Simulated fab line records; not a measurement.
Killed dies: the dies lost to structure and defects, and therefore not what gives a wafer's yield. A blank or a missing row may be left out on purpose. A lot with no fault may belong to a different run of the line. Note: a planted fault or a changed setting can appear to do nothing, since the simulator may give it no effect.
Comparing a struck lot with a sound one	flow berkeley_cmos170	14 out of 331 route steps
Sound: wafers L862.1, L862.5, L862.6. Struck: wafers L859.2, L859.4, L859.6. At the end, the cause is stated.
Per side, at each step with rows, come the tool, then ch with its chambers, and then its first start. Under that, the readings that differ: sound wafers	struck wafers	difference of the means	sigmas: that difference in standard deviations of wafers without a fault.
alike: words and numbers the same on both sides, and readings whose means are apart by under 2 such deviations; not compared: readings that were withheld, readings missing a value for some wafer, numbers with overlapping values and no deviation given by the record, and bounds like >300 which may hide the same value.
The two part at a step that has a row with sigmas, a row that says differs or no value, or rows on one side only. When numbers do not overlap yet have no deviation, they are printed without sigmas and do not part them. Lack of a reading on every wafer of one side parts them only where that side has two or more wafers.

first, 1 step without rows for these wafers: UCB170_M3_PRE_CLEAN_00 (preclean etch time 60 s).
UCB170_M3_SPUTTER_01: material Al, target thk 900 nm, time 120 s.
  sound on pvd_sputter-03, day 13 01:02; struck on pvd_sputter-01, day 12 18:24
  alike: cathode_dc_power_W, throttle_valve_pct
UCB170_M3_RS_MEAS_02: measurement is done with a four-point probe.
  sound on film_metro-04, day 13 01:07; struck on film_metro-04, day 12 18:30
  alike: M3_AL_RS
UCB170_M3_THK_MEAS_03: measures by xrf.
  sound on film_metro-04, day 13 01:14; struck on film_metro-04, day 12 18:37
  alike: M3_AL_THK
then, 3 steps without rows for these wafers: UCB170_M3_HMDS_04 (prime time 60 s); UCB170_M3_COAT_05 (resist thk 900 nm); UCB170_M3_SOFTBAKE_06 (time 60 s).
UCB170_M3_STRIP_07: strips in O2.
  sound on plasma_asher-01 ch 0,1, day 13 01:45; struck on plasma_asher-01 ch 0,1, day 12 19:07
  alike: drypump_motor_current_A, oes_product_au, strip_time_to_endpoint_s
  not compared: rf_hours_counter_h
then, 4 steps without rows for these wafers: UCB170_M3_STRIP_08 (strips KrF in DMSO, time 600 s); UCB170_M3_COAT_09; UCB170_M3_COAT_10 (resist thk 900 nm); UCB170_M3_SOFTBAKE_11 (time 60 s).
UCB170_M3_EXPOSE_12: exposes mask METAL3, target cd 700 nm.
  struck on krf_scanner-01, day 12 20:00; sound on krf_scanner-02 ch 0, day 13 02:47
  no value came back on the struck wafers for exposure_dose_mJ_cm2, focus_offset_nm (nm); on the sound wafers exposure_dose_mJ_cm2 reads 26.010 25.977 26.014
  alike: mask
following that, these wafers have no rows for 1 step: UCB170_M3_PEB_13.

WHERE THEY PART
UCB170_M3_EXPOSE_12 only, going by this record.

WHY: whatever the simulator had introduced
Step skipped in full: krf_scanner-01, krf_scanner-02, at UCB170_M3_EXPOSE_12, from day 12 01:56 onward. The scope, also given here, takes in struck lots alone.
